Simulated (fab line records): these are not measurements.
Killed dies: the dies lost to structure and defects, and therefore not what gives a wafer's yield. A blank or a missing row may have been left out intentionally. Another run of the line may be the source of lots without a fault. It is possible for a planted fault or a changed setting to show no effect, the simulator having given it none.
Which of the tools did it? | flow berkeley cmos170 | 42 wafers from 14 lots sampled at 6 of the route's 331 steps

WHAT EACH GAUGE READ, for each wafer
UCB170_M1_RS_MEAS_01: uses a four-point probe to measure.
lot  | measured     | on            | M1_AL_RS (ohm/sq)
L284 | day 6 23:10  | film metro-03 | 0.0491 0.0485 0.0484
L283 | day 7 00:19  | film metro-04 | 0.0491 0.0486 0.0489
L285 | day 7 01:49  | film metro-04 | 0.0483 0.0488 0.0483
L286 | day 7 02:33  | film metro-04 | 0.0487 0.0484 0.0491
L288 | day 7 14:53  | film metro-03 | 0.0484 0.0485 0.0480
L289 | day 7 15:05  | film metro-04 | 0.0482 0.0485 0.0484
L287 | day 7 15:19  | film metro-03 | 0.0484 0.0491 0.0483
L290 | day 8 02:26  | film metro-01 | 0.0485 0.0485 0.0483
L293 | day 8 22:32  | film metro-04 | 0.0482 0.0477 0.0487
L300 | day 10 04:07 | film metro-01 | 0.0496 0.0497 0.0494
L301 | day 10 15:28 | film metro-03 | 0.0481 0.0486 0.0492
L302 | day 11 01:14 | film metro-04 | 0.0484 0.0476 0.0480
L305 | day 11 07:35 | film metro-01 | 0.0485 0.0493 0.0495
L306 | day 11 23:47 | film metro-01 | 0.0485 0.0483 0.0484

UCB170_M2_CD_MEAS_90 targets a cd of 700 nm.
lot  | measured     | on        | cd nm (nm)
L284 | day 7 13:23  | cd sem-02 | 698 704 701
L283 | day 7 14:08  | cd sem-01 | 705 702 706
L285 | day 7 14:01  | cd sem-01 | 704 701 702
L286 | day 7 14:16  | cd sem-01 | 703 703 698
L288 | day 8 03:53  | cd sem-01 | 701 707 701
L289 | day 8 03:54  | cd sem-02 | 705 702 703
L287 | day 8 04:36  | cd sem-01 | 701 696 698
L290 | day 8 14:51  | cd sem-01 | 699 702 698
L293 | day 9 09:29  | cd sem-01 | 703 703 699
L300 | day 10 16:21 | cd sem-02 | 687 703 705
L301 | day 11 03:19 | cd sem-02 | 705 683 705
L302 | day 11 14:14 | cd sem-01 | 706 706 700
L305 | day 12 02:20 | cd sem-01 | 702 704 701
L306 | day 12 12:30 | cd sem-01 | 699 700 703

UCB170_M3_CD_MEAS_15 targets a cd of 700 nm.
lot  | measured     | on        | cd nm (nm)
L284 | day 7 18:16  | cd sem-01 | 701.0 700.0 699.5
L283 | day 7 19:11  | cd sem-02 | 700.0 699.9 700.9
L285 | day 7 18:38  | cd sem-01 | 700.3 699.0 699.8
L286 | day 7 19:28  | cd sem-02 | 700.0 700.3 700.4
L288 | day 8 08:36  | cd sem-02 | 700.9 700.6 700.7
L289 | day 8 08:59  | cd sem-01 | 700.8 700.0 701.3
L287 | day 8 10:04  | cd sem-02 | 698.4 698.3 698.9
L290 | day 8 19:23  | cd sem-02 | 701.1 702.5 700.3
L293 | day 9 14:07  | cd sem-01 | 699.7 699.7 701.6
L300 | day 10 21:36 | cd sem-01 | 698.8 701.0 699.8
L301 | day 11 07:43 | cd sem-01 | 702.7 701.4 701.7
L302 | day 11 22:26 | cd sem-02 | 697.7 699.1 698.5
L305 | day 12 07:07 | cd sem-02 | 700.2 698.5 698.8
L306 | day 12 17:46 | cd sem-01 | 698.5 699.7 698.7

EACH LOT AND THE TOOL THAT RAN IT (in order: tool; ch and the chambers of the sampled wafers; start)
lot  | UCB170_CONTACT_ETCH_18                        | UCB170_M2_METAL_ETCH_18           | UCB170_M2_STRIP_19
L284 | rie diel-04 ch 1,2,3, day 6 23:10 or earlier  | rie metal-04 ch 0,1, day 7 13:07  | plasma asher-04 ch 0,1, day 7 13:16
L283 | rie diel-01 ch 0,1,2, day 7 00:19 or earlier  | rie metal-01 ch 0,1, day 7 13:49  | plasma asher-01 ch 0,1, day 7 14:00
L285 | rie diel-04 ch 0,1,3, day 7 01:49 or earlier  | rie metal-02 ch 0,1, day 7 13:40  | plasma asher-03 ch 0,1, day 7 13:55
L286 | rie diel-04 ch 0,2, day 7 02:33 or earlier    | rie metal-04 ch 0,1, day 7 13:56  | plasma asher-04 ch 0,1, day 7 14:08
L288 | rie diel-02 ch 1,2, day 7 14:53 or earlier    | rie metal-02 ch 0,1, day 8 03:29  | plasma asher-01 ch 0, day 8 03:40
L289 | rie diel-01 ch 2,3, day 7 15:05 or earlier    | rie metal-01 ch 0,1, day 8 03:37  | plasma asher-04 ch 0,1, day 8 03:48
L287 | rie diel-04 ch 0,1,2, day 7 15:19 or earlier  | rie metal-04 ch 0,1, day 8 04:16  | plasma asher-04 ch 0,1, day 8 04:26
L290 | rie diel-01 ch 0,1,2, day 8 02:26 or earlier  | rie metal-01 ch 0,1, day 8 14:34  | plasma asher-03 ch 0,1, day 8 14:45
L293 | rie diel-02 ch 0,3, day 8 22:32 or earlier    | rie metal-04 ch 0,1, day 9 09:11  | plasma asher-04 ch 0, day 9 09:23
L300 | rie diel-02 ch 0,1,2, day 10 04:07 or earlier | rie metal-04 ch 0,1, day 10 16:04 | plasma asher-04 ch 0,1, day 10 16:15
L301 | rie diel-02 ch 0,1,2, day 10 15:28 or earlier | rie metal-04 ch 0,1, day 11 03:03 | plasma asher-03 ch 0,1, day 11 03:13
L302 | rie diel-01 ch 0,3, day 11 01:14 or earlier   | rie metal-01 ch 0,1, day 11 13:56 | plasma asher-01 ch 0, day 11 14:07
L305 | rie diel-04 ch 0,1,3, day 11 07:35 or earlier | rie metal-01 ch 0,1, day 12 02:02 | plasma asher-04 ch 0,1, day 12 02:14
L306 | rie diel-01 ch 0,1, day 11 23:47 or earlier   | rie metal-01 ch 0,1, day 12 12:07 | plasma asher-03 ch 0,1, day 12 12:19
- UCB170_CONTACT_ETCH_18: etches PSG in CHF3/CF4/Ar, stops on TiSi2, target depth 840 nm, time 195 s.
- UCB170_M2_METAL_ETCH_18: etches Al in Cl2/BCl3, stops on SiO2, target depth 1170 nm, time 195 s.
- UCB170_M2_STRIP_19: strips in O2.

AS READ BY THE TOOLS THEMSELVES (means over the sampled wafers that have a number; for cases with no such wafer, the mark the record gives instead)
UCB170_CONTACT_ETCH_18.
lot  | tool        | drypump motor current A (A) | mfc ar sccm (sccm) | oes product au (a.u.) | rf fwd power W (W) | throttle valve pct (%)
L284 | rie diel-04 | 5.9                         | 150.0              | 0.896                 | 697.4              | 6.98
L283 | rie diel-01 | 5.7                         | 150.0              | 0.886                 | 697.8              | 6.83
L285 | rie diel-04 | 6.1                         | 150.1              | 0.893                 | 697.6              | 6.91
L286 | rie diel-04 | 6.0                         | 149.7              | 0.880                 | 693.8              | 6.93
L288 | rie diel-02 | 5.7                         | 149.9              | 0.879                 | 700.1              | 6.77
L289 | rie diel-01 | 5.3                         | 150.5              | 0.899                 | 696.4              | 6.88
L287 | rie diel-04 | 5.9                         | 149.7              | 0.886                 | 694.9              | 6.96
L290 | rie diel-01 | 5.7                         | 150.1              | 0.893                 | 697.9              | 6.82
L293 | rie diel-02 | 5.8                         | 150.2              | 0.911                 | 700.3              | 6.93
L300 | rie diel-02 | 5.7                         | 149.9              | 0.892                 | 699.9              | 6.76
L301 | rie diel-02 | 5.7                         | 149.6              | 0.894                 | 695.0              | 6.76
L302 | rie diel-01 | 5.2                         | 149.4              | 0.895                 | 697.8              | 6.89
L305 | rie diel-04 | 6.1                         | 150.0              | 0.900                 | 697.1              | 6.90
L306 | rie diel-01 | 5.8                         | 149.9              | 0.890                 | 699.1              | 6.82

UCB170_M2_METAL_ETCH_18.
lot  | tool         | drypump motor current A (A) | oes product au (a.u.) | rf fwd power W (W) | throttle valve pct (%)
L284 | rie metal-04 | 5.4                         | 0.848                 | 596.4              | 24.26
L283 | rie metal-01 | 5.1                         | 0.838                 | 598.9              | 24.30
L285 | rie metal-02 | 5.4                         | 0.850                 | 596.5              | 24.29
L286 | rie metal-04 | 5.4                         | 0.838                 | 594.0              | 24.28
L288 | rie metal-02 | 5.4                         | 0.855                 | 598.9              | 24.31
L289 | rie metal-01 | 5.1                         | 0.845                 | 598.8              | 24.30
L287 | rie metal-04 | 5.5                         | 0.831                 | 599.3              | 24.28
L290 | rie metal-01 | 5.1                         | 0.837                 | 598.0              | 24.30
L293 | rie metal-04 | 5.5                         | 0.844                 | 599.2              | 24.28
L300 | rie metal-04 | 5.5                         | 0.832                 | 676.7              | 24.28
L301 | rie metal-04 | 5.4                         | 0.838                 | 676.4              | 24.27
L302 | rie metal-01 | 5.5                         | 0.858                 | 598.0              | 24.20
L305 | rie metal-01 | 5.2                         | 0.842                 | 597.5              | 24.30
L306 | rie metal-01 | 5.5                         | 0.847                 | 598.1              | 24.20

UCB170_M2_STRIP_19.
lot  | tool            | drypump motor current A (A) | oes product au (a.u.)
L284 | plasma asher-04 | 5.6                         | 0.548
L283 | plasma asher-01 | 5.6                         | 0.526
L285 | plasma asher-03 | 5.6                         | 0.552
L286 | plasma asher-04 | 5.6                         | 0.543
L288 | plasma asher-01 | 5.7                         | 0.542
L289 | plasma asher-04 | 5.9                         | 0.519
L287 | plasma asher-04 | 5.9                         | 0.550
L290 | plasma asher-03 | 5.6                         | 0.513
L293 | plasma asher-04 | 5.3                         | 0.548
L300 | plasma asher-04 | 5.9                         | 0.475
L301 | plasma asher-03 | 5.6                         | 0.470
L302 | plasma asher-01 | 5.7                         | 0.534
L305 | plasma asher-04 | 5.9                         | 0.523
L306 | plasma asher-03 | 5.6                         | 0.541

THE ANSWER, worked out from the rows above alone
Rule: usual is defined by the lots themselves. Put in order of their means at a reading, lots are off if they are a third of the lots or fewer, leave a main group of 4 or more, and stand apart from it by a gap of 3 or more times the standard deviation of the main group's means; of several such gaps the widest counts. Not used: any main group whose means are identical at the precision the tables above print for the reading. Also off: a lot with no number at a reading for which 4 or more lots have one. Where the step has rows for the other lots, those lots are counted as sound. The gauges are gone through in route order, then the tools' own readings, and for those a lot's mean is taken as printed above. The first step at which some lot is off is used, and at that step the reading that is off furthest; a lot without a number counts as furthest.
Off: L300, L301 (UCB170_M2_METAL_ETCH_18, rf fwd power W). For the main group the mean is 597.8 W and the standard deviation 1.5.
A tool fits if, at that step or a process step before it, it ran every lot that is off, and no sound lot after the first of them. UCB170_CONTACT_ETCH_18 gives no start for some lots, so the hours and the order of its lots are those of UCB170_M1_RS_MEAS_01. This does not decide it: 2 tools fit, namely rie diel-02 at UCB170_CONTACT_ETCH_18 and rie metal-04 at UCB170_M2_METAL_ETCH_18.

WHAT WAS PUT IN BY THE SIMULATOR
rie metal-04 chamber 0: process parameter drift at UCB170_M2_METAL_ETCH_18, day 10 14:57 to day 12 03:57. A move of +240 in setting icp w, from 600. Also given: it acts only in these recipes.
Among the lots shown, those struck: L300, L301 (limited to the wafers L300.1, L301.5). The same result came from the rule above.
